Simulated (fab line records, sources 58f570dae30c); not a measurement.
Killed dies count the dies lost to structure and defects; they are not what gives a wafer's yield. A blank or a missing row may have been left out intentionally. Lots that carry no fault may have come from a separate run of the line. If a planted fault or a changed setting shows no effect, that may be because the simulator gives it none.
fab line records	flow berkeleyCmos170
[record] lots = 14	wafers = 42	lastDay = 12
route steps=331 shown PVT@123 GATE@128 PLDD@148
lots that met no fault: from a run of the same line without faults
startH: hours from the record's first day to the start of the lot's first wafer shown	waitH: hours since the lot's step before	" identical to the entry in the row above	L1.1+2: several wafers, shown together as one row	- value missing, or start not given	* or withheld: withheld	< > ~ a bound
route shown NAME@n: names a module that has steps shown in the file, with the first one's number in the route	usual: mean/standard deviation of fault-free wafers	same: alike in all rows	chamber/n: place in a boat	sites: per-site readings	_std_site: how widely they spread, as a standard deviation	_edge_site: inner sites' mean taken away from outer sites' mean	radiusMm: how far each site lies from the wafer's centre	mask NAME#n: copy n	behind: tool/chamber where the wafer was last shaped	hold: what put the lot on hold/how long, in hours/how the hold closed	device: transistor that didn't switch, given as n, p or np	end of line: the route-end tests of the same wafers	step lacking rows: just its recipe	killed: not the wafer's yield, but the dies lost to structure and defects at the first sort	map: shows each die of a wafer: x if killed, . if not, _ if none is there
set.NAME: the setting as run; set.NAME@STEP: as run at that earlier step	model.NAME: the simulator's own value behind a step, which no gauge read
a sample of lots followed through the steps of the route, with each step as a table and each wafer as a row
services: a tool's chamber out of use, with start hour (startH, from the record's first day; less than 0 if before it), hours out, and reason
[[steps]]
[step UCB170_PVT_STRIP_08]
[recipe] chemistry = O2	powerW = 400	pressureMtorr = 3500	platenTempC = withheld	o2FlowSccm = 400	overashFraction = 0.5
[usual] chamberPressureMTorr = 3500/3	drypumpMotorCurrentA = 5.67/0.28	oesProductAu = 0.735/0.0047	stripTimeToEndpointS = 21.66/0.059
lot.wafer	tool	chamber	startH	waitH	chamberPressureMTorr	drypumpMotorCurrentA	oesProductAu	rfHoursCounterH	stripTimeToEndpointS
L171.1	plasmaAsher-03	0	119.58	0.1	3499	5.68	0.740	34	21.71
L171.3	"	0	"	"	3502	5.69	0.734	-	21.69
L171.6	"	0	"	"	3504	5.69	0.743	-	21.71
L172.3	plasmaAsher-03	0	129.58	0.1	3498	5.69	0.736	-	21.69
L172.5	"	0	"	"	3503	5.68	0.743	-	21.71
L172.6	"	1	"	"	3502	6.19	0.737	-	21.70
L174.4	plasmaAsher-04	1	129.82	0.1	3496	5.57	0.735	-	21.57
L174.5	"	0	"	"	3505	5.36	0.735	-	21.59
L174.6	"	1	"	"	3499	5.56	0.730	-	21.64
L173.2	plasmaAsher-03	1	130.06	0.1	3506	6.20	0.729	35	21.62
L173.3	"	1	"	"	3501	6.21	0.735	-	21.61
L173.6	"	1	"	"	3502	6.21	0.734	-	21.65
L176.1	plasmaAsher-03	0	137.21	0.1	3498	5.67	0.739	36	21.71
L176.2	"	1	"	"	3504	6.21	0.733	36	21.61
L176.5	"	1	"	"	3498	6.22	0.742	-	21.58
L181.2	plasmaAsher-04	1	168.14	0.1	3501	5.58	0.741	6	21.62
L181.4	"	0	"	"	3498	5.33	0.734	-	21.56
L181.5	"	1	"	"	3495	5.58	0.737	-	21.62
L184.1	plasmaAsher-03	1	172.13	0.1	3503	6.20	0.734	40	21.60
L184.2	"	0	"	"	3507	5.68	0.733	40	21.55
L184.3	"	1	"	"	3501	6.22	0.740	-	21.63
L185.2	plasmaAsher-02	0	187.04	0.1	3504	5.61	0.733	48	21.69
L185.5	"	1	"	"	3502	5.47	0.735	-	21.70
L185.6	"	0	"	"	3496	5.63	0.729	-	21.59
L186.3	plasmaAsher-03	0	191.39	0.1	3496	5.70	0.733	-	21.69
L186.4	"	1	"	"	3506	6.18	0.733	-	21.68
L186.6	"	1	"	"	3500	6.19	0.735	-	21.73
L188.3	plasmaAsher-02	1	200.54	0.1	3496	5.46	0.733	-	21.63
L188.5	"	0	"	"	3502	5.62	0.731	-	21.72
L188.6	"	1	"	"	3495	5.47	0.735	-	21.64
L190.1	plasmaAsher-03	0	202.91	0.2	3498	5.69	0.742	44	21.70
L190.3	"	1	"	"	3503	6.20	0.735	-	21.73
L190.6	"	1	"	"	3501	6.21	0.733	-	21.77
L189.2	plasmaAsher-02	0	202.94	0.1	3498	5.61	0.733	50	21.63
L189.3	"	1	"	"	3501	5.45	0.736	-	21.62
L189.5	"	1	"	"	3501	5.45	0.726	-	21.63
L191.4	plasmaAsher-02	0	219.06	0.1	3503	5.62	0.739	-	21.71
L191.5	"	1	"	"	3498	5.46	0.739	-	21.81
L191.6	"	0	"	"	3497	5.59	0.738	-	21.67
L194.1	plasmaAsher-02	1	231.19	0.1	3503	5.43	0.730	53	21.65
L194.2	"	0	"	"	3498	5.62	0.737	53	21.65
L194.4	"	1	"	"	3502	5.46	0.732	-	21.60
[step UCB170_GATE_THK_MEAS_02]
[recipe] reads = SiO2_of_GATE_OXIDATION_01
[usual] GATE_OXIDE_THK = 6.61/0.12
lot.wafer	tool	chamber	startH	waitH	GATE_OXIDE_THK[nm]
L171.1	filmMetro-01	-	124.43	0.0	6.69
L171.3	"	-	"	"	6.56
L171.6	"	-	"	"	6.44
L173.2	filmMetro-03	-	133.17	0.0	6.72
L173.3	"	-	"	"	6.67
L173.6	"	-	"	"	6.66
L172.3	filmMetro-01	-	133.18	0.0	6.61
L172.5	"	-	"	"	6.50
L172.6	"	-	"	"	6.50
L174.4	filmMetro-02	-	133.19	0.0	6.87
L174.5	"	-	"	"	6.82
L174.6	"	-	"	"	6.95
L176.1	filmMetro-02	-	142.44	0.0	6.67
L176.2	"	-	"	"	6.67
L176.5	"	-	"	"	6.57
L181.2	filmMetro-01	-	172.00	0.0	6.62
L181.4	"	-	"	"	6.63
L181.5	"	-	"	"	6.72
L184.1	filmMetro-03	-	178.21	0.0	6.56
L184.2	"	-	"	"	6.62
L184.3	"	-	"	"	6.53
L185.2	filmMetro-02	-	194.01	0.0	6.81
L185.5	"	-	"	"	6.64
L185.6	"	-	"	"	6.80
L186.3	filmMetro-01	-	194.02	0.0	6.50
L186.4	"	-	"	"	6.42
L186.6	"	-	"	"	6.45
L190.1	filmMetro-03	-	205.34	0.0	6.67
L190.3	"	-	"	"	6.69
L190.6	"	-	"	"	6.70
L188.3	filmMetro-01	-	205.36	0.0	6.68
L188.5	"	-	"	"	6.69
L188.6	"	-	"	"	6.78
L189.2	filmMetro-02	-	205.36	0.0	6.48
L189.3	"	-	"	"	6.58
L189.5	"	-	"	"	6.47
L191.4	filmMetro-02	-	223.07	0.0	6.63
L191.5	"	-	"	"	6.63
L191.6	"	-	"	"	6.53
L194.1	filmMetro-01	-	236.50	0.0	6.58
L194.2	"	-	"	"	6.58
L194.4	"	-	"	"	6.52
[step UCB170_GATE_ETCH_14]
[recipe] chemistry = N2/H2	targetDepthA = withheld	overetchA = withheld	target = BARC	timeS = withheld	sourceW = 500	biasW = 100	pressureMtorr = 30	n2FlowSccm = 100	h2FlowSccm = 200
[usual] chamberPressureMTorr = 30.002/0.029	drypumpMotorCurrentA = 5.5/0.41	oesProductAu = 1.000/0.024	throttleValvePct = 13.31/0.18
lot.wafer	tool	chamber	startH	waitH	chamberPressureMTorr	drypumpMotorCurrentA	oesProductAu	throttleValvePct
L171.1	rieDiel-03	2	132.31	0.0	29.962	5.2	0.990	13.16
L171.3	"	3	"	"	29.995	5.1	1.005	13.67
L171.6	"	2	"	"	29.980	5.2	0.994	13.15
L174.4	rieDiel-01	2	142.51	0.0	30.017	4.9	0.995	13.30
L174.5	"	3	"	"	30.017	5.0	0.959	13.22
L174.6	"	2	"	"	29.993	4.9	0.998	13.30
L172.3	rieDiel-02	3	142.63	0.0	29.975	5.4	1.024	13.46
L172.5	"	2	"	"	29.997	6.1	1.009	13.24
L172.6	"	1	"	"	29.919	5.4	1.005	13.05
L173.2	rieDiel-03	0	142.75	0.0	30.029	6.0	1.048	13.47
L173.3	"	3	"	"	29.963	5.1	1.003	13.66
L173.6	"	3	"	"	29.993	5.1	1.001	13.66
L176.1	rieDiel-03	1	149.85	0.0	30.000	5.7	0.970	13.15
L176.2	"	2	"	"	30.043	5.2	0.995	13.15
L176.5	"	0	"	"	30.011	6.0	1.040	13.45
L181.2	rieDiel-03	3	179.84	0.0	30.017	5.1	0.997	13.68
L181.4	"	2	"	"	30.047	5.2	0.982	13.17
L181.5	"	1	"	"	30.006	5.7	0.984	13.15
L184.1	rieDiel-02	0	185.63	0.0	30.023	5.4	1.020	13.08
L184.2	"	2	"	"	29.998	6.2	0.995	13.26
L184.3	"	1	"	"	30.010	5.4	1.004	13.05
L185.2	rieDiel-01	0	204.83	0.0	30.003	5.8	1.012	13.42
L185.5	"	0	"	"	30.011	5.8	1.019	13.41
L185.6	"	2	"	"	30.015	4.9	1.007	13.29
L186.3	rieDiel-01	0	205.18	0.0	29.996	5.8	1.016	13.40
L186.4	"	2	"	"	29.978	4.9	0.989	13.29
L186.6	"	3	"	"	29.964	5.0	0.954	13.23
L188.3	rieDiel-03	3	213.28	0.0	30.001	5.1	1.004	13.68
L188.5	"	3	"	"	29.956	5.1	0.996	13.67
L188.6	"	2	"	"	30.023	5.2	0.996	13.14
L189.2	rieDiel-01	2	213.46	0.0	29.998	5.0	0.997	13.31
L189.3	"	2	"	"	29.949	4.9	1.005	13.31
L189.5	"	3	"	"	30.048	5.0	0.965	13.22
L190.1	rieDiel-03	0	213.75	0.0	29.986	6.0	1.057	13.47
L190.3	"	3	"	"	30.010	5.1	1.005	13.66
L190.6	"	2	"	"	29.968	5.2	1.004	13.15
L191.4	rieDiel-02	2	230.82	0.0	30.028	6.1	0.994	13.24
L191.5	"	1	"	"	30.006	5.3	0.999	13.07
L191.6	"	0	"	"	30.035	5.4	1.003	13.10
L194.1	rieDiel-03	1	245.81	0.0	29.951	5.7	0.988	13.14
L194.2	"	2	"	"	30.027	5.2	0.990	13.14
L194.4	"	3	"	"	30.009	5.1	1.002	13.68
[step UCB170_PLDD_EXPOSE_03]
[recipe] maskId = PSELECT	na = 0.5	sigmaOuter = 0.6	sourceShape = conventional	targetCdNm = 1200	doseMj = 30
[usual] exposureDoseMJCm2 = 30.00/0.032	focusOffsetNm = -0.1/0.49
lot.wafer	tool	chamber	startH	waitH	mask	exposureDoseMJCm2	focusOffsetNm
L171.1	krfScanner-02	0	134.13	0.3	PSELECT#0	29.93	-0.4
L171.3	"	0	"	"	PSELECT#0	29.97	-0.7
L171.6	"	0	"	"	PSELECT#0	29.98	0.3
L174.4	krfScanner-02	0	143.54	0.1	PSELECT#0	29.97	0.0
L174.5	"	0	"	"	PSELECT#0	30.05	0.1
L174.6	"	0	"	"	PSELECT#0	29.98	0.2
L172.3	krfScanner-01	0	143.83	0.2	PSELECT#0	30.00	1.0
L172.5	"	0	"	"	PSELECT#0	30.01	-0.6
L172.6	"	0	"	"	PSELECT#0	30.02	-0.3
L173.2	krfScanner-02	0	144.06	0.2	PSELECT#0	30.07	-0.1
L173.3	"	0	"	"	PSELECT#0	29.99	0.1
L173.6	"	0	"	"	PSELECT#0	30.00	0.3
L176.1	krfScanner-01	0	151.13	0.2	PSELECT#0	30.02	0.7
L176.2	"	0	"	"	PSELECT#0	30.02	0.7
L176.5	"	0	"	"	PSELECT#0	30.02	0.9
L181.2	krfScanner-01	0	180.93	0.2	PSELECT#0	29.98	0.5
L181.4	"	0	"	"	PSELECT#0	29.97	-0.3
L181.5	"	0	"	"	PSELECT#0	29.97	0.1
L184.1	krfScanner-01	-	186.77	0.2	PSELECT#0	-	-
L184.2	"	-	"	"	PSELECT#0	-	-
L184.3	"	-	"	"	PSELECT#0	-	-
L185.2	krfScanner-01	-	205.79	0.1	PSELECT#0	-	-
L185.5	"	-	"	"	PSELECT#0	-	-
L185.6	"	-	"	"	PSELECT#0	-	-
L186.3	krfScanner-01	0	206.42	0.3	PSELECT#0	30.03	-0.2
L186.4	"	0	"	"	PSELECT#0	30.01	0.1
L186.6	"	0	"	"	PSELECT#0	30.04	-0.6
L188.3	krfScanner-01	0	217.68	0.1	PSELECT#0	29.99	0.7
L188.5	"	0	"	"	PSELECT#0	29.96	-0.1
L188.6	"	0	"	"	PSELECT#0	29.97	-0.2
L189.2	krfScanner-02	0	218.17	0.3	PSELECT#0	30.05	1.0
L189.3	"	0	"	"	PSELECT#0	29.95	-0.3
L189.5	"	0	"	"	PSELECT#0	29.97	-0.4
L190.1	krfScanner-01	0	218.39	0.4	PSELECT#0	30.00	-0.2
L190.3	"	0	"	"	PSELECT#0	29.99	-0.5
L190.6	"	0	"	"	PSELECT#0	30.00	0.1
L191.4	krfScanner-01	0	231.87	0.1	PSELECT#0	30.00	0.4
L191.5	"	0	"	"	PSELECT#0	29.97	-0.5
L191.6	"	0	"	"	PSELECT#0	30.00	0.2
L194.1	krfScanner-02	0	246.76	0.1	PSELECT#0	30.06	-0.8
L194.2	"	0	"	"	PSELECT#0	29.99	-0.1
L194.4	"	0	"	"	PSELECT#0	30.06	-1.3
[[services]]
tool	chamber	startH	hours	kind
rieDiel-01	-	97.16	2.8	pm
krfScanner-01	-	98.64	4.4	pm
plasmaAsher-02	-	102.95	19.8	pm
rieDiel-03	3	105.84	9.5	repair
plasmaAsher-04	-	108.75	9.0	pm
rieDiel-01	-	115.63	0.5	repair
rieDiel-03	3	116.43	5.1	repair
krfScanner-01	-	116.59	1.0	pm
rieDiel-03	1	119.54	11.6	repair
plasmaAsher-04	-	121.34	0.4	repair
rieDiel-03	0	129.49	9.0	repair
rieDiel-01	3	132.53	2.7	repair
krfScanner-01	-	133.93	3.6	pm
krfScanner-02	-	144.17	0.8	pm
rieDiel-03	1	157.57	11.7	repair
plasmaAsher-03	-	177.32	1.8	repair
rieDiel-03	3	182.14	9.6	repair
rieDiel-01	1	190.45	4.4	repair
rieDiel-02	-	203.51	2.8	pm
rieDiel-01	0	206.49	8.7	repair
krfScanner-01	-	209.10	1.3	pm
krfScanner-01	-	213.84	0.8	pm
krfScanner-02	-	219.38	1.0	pm
krfScanner-02	-	237.25	1.6	repair
[[key]]
[firstSign] step = UCB170_PLDD_EXPOSE_03	reading = toolRecord	direction = missing
effect none on later readings
metAt UCB170_PLDD_EXPOSE_03
struckLots L184,L185
sortLeftOut L184.1,L184.2,L184.3,L185.2,L185.5,L185.6
testerLeftOut L184,L185
notActingAt UCB170_PVT_STRIP_08,UCB170_GATE_THK_MEAS_02,UCB170_GATE_ETCH_14
onsetBetween 180.93 186.77
[fault] kind = skippedStepWhole	tool = krfScanner-01	chamber = -	onsetH = 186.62	steps = UCB170_PLDD_EXPOSE_03	scope = struckLotsOnly
// testerLeftOut: of these lots the tester's yield and bins aren't shown, on N5 and GAA mostly nor the transistor test; their killed dies are dies lost to structure and defects alone, not to doping, threshold or leakage, so they don't give the yield
// sortLeftOut: the simulated sort isn't trusted on such a fault, so these wafers' sort isn't shown, and their yield isn't known
